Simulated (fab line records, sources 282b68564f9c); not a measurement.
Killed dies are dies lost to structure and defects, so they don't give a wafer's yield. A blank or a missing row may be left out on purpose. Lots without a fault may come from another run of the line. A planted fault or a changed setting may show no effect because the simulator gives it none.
Tool commonality check | flow rit_cmos | 13 lots, 39 wafers sampled

WHY IT WAS OPENED
At RIT_ACTIVE_CD_MEAS_11 the reading cd_nm is flagged on 1 of 13 lots. Wafers without a fault read 1399.7 nm, standard deviation 2.3.
Rule: a lot is flagged when every wafer of it that has a number lies more than 4 standard deviations from that mean, or none has a number. The other lots count as sound.

lot  | measured    | on        | cd_nm (nm), wafer by wafer | flag
L145 | day 1 14:47 | cd_sem-01 | 1402.8 1401.8 1400.2       |
L146 | day 1 19:35 | cd_sem-02 | 1397.7 1401.6 1400.3       |
L147 | day 2 00:34 | cd_sem-01 | 1396.5 1395.0 1397.3       |
L148 | day 2 05:34 | cd_sem-02 | 1395.9 1397.5 1396.9       |
L151 | day 2 20:42 | cd_sem-01 | 1396.8 1398.5 1395.5       |
L152 | day 3 03:31 | cd_sem-02 | 1400.3 1399.0 1398.4       |
L153 | day 3 06:29 | cd_sem-01 | 1396.2 1395.8 1395.6       |
L154 | day 3 11:57 | cd_sem-02 | 1402.6 1401.7 1400.6       |
L155 | day 3 17:50 | cd_sem-02 | 1401.8 1399.3 1399.1       |
L156 | day 3 21:34 | cd_sem-02 | 1398.1 1400.2 1401.0       |
L157 | day 4 04:14 | cd_sem-02 | 1396.5 1398.8 1396.5       |
L161 | day 5 00:38 | cd_sem-01 | 1385.1 1299.5 1388.3       | FLAGGED
L167 | day 6 04:29 | cd_sem-02 | 1402.2 1401.4 1401.0       |
The numbers of the flagged lots are 1357.6 nm on average: -42.1 nm against the usual, or -18 standard deviations.

WHICH TOOL RAN EACH LOT
The record holds 1 process step before the reading, out of a route of 202 steps. In each cell: the tool, then ch and the chambers that the sampled wafers went through, then the start.
lot  | flag    | RIT_ACTIVE_EXPOSE_08
L145 |         | iline_stepper-01 ch 0, day 1 14:23
L146 |         | iline_stepper-01 ch 0, day 1 19:10
L147 |         | iline_stepper-02 ch 0, day 2 00:10
L148 |         | iline_stepper-01 ch 0, day 2 05:10
L151 |         | iline_stepper-02 ch 0, day 2 20:18
L152 |         | iline_stepper-01 ch 0, day 3 03:07
L153 |         | iline_stepper-01 ch 0, day 3 06:05
L154 |         | iline_stepper-02 ch 0, day 3 11:33
L155 |         | iline_stepper-02 ch 0, day 3 17:26
L156 |         | iline_stepper-01 ch 0, day 3 21:10
L157 |         | iline_stepper-01 ch 0, day 4 03:50
L161 | FLAGGED | iline_stepper-01 ch 0, day 5 00:14
L167 |         | iline_stepper-02 ch 0, day 6 04:05
What these steps do:
- RIT_ACTIVE_EXPOSE_08: exposes mask M1, target cd 1400 nm.
- RIT_ACTIVE_CD_MEAS_11: target cd 1400 nm.

FLAGGED OVER TOTAL, TOOL BY TOOL (the gauges that took the reading come last)
step                  | tool             | lots run | flagged | share of the flagged lots | sound lots run after its first flagged lot
RIT_ACTIVE_EXPOSE_08  | iline_stepper-01 | 8        | 1       | all                       | 0
RIT_ACTIVE_EXPOSE_08  | iline_stepper-02 | 5        | 0       | none                      | -
RIT_ACTIVE_CD_MEAS_11 | cd_sem-01        | 5        | 1       | all                       | 0
RIT_ACTIVE_CD_MEAS_11 | cd_sem-02        | 8        | 0       | none                      | -

WHAT THE TABLE ALLOWS
2 rows of the table ran every flagged lot: iline_stepper-01 at RIT_ACTIVE_EXPOSE_08, cd_sem-01 at RIT_ACTIVE_CD_MEAS_11.
- iline_stepper-01 at RIT_ACTIVE_EXPOSE_08: 1 of its 8 lots flagged. Its last sound lot is L157 (day 4 03:50), its first flagged lot L161 (day 5 00:14): a fault that began between those two fits. Its own readings lie more than 4 standard deviations out on every wafer of the flagged lots: exposure_dose_mJ_cm2.
- cd_sem-01 at RIT_ACTIVE_CD_MEAS_11: 1 of its 5 lots flagged. Its last sound lot is L153 (day 3 06:29), its first flagged lot L161 (day 5 00:38): a fault that began between those two fits.
Counting lots can't tell these 2 tools apart, because each fits a fault that began at some hour. More lots, or a look at what each step does to the wafer, might.

WHAT THE SIMULATOR HAD PUT IN
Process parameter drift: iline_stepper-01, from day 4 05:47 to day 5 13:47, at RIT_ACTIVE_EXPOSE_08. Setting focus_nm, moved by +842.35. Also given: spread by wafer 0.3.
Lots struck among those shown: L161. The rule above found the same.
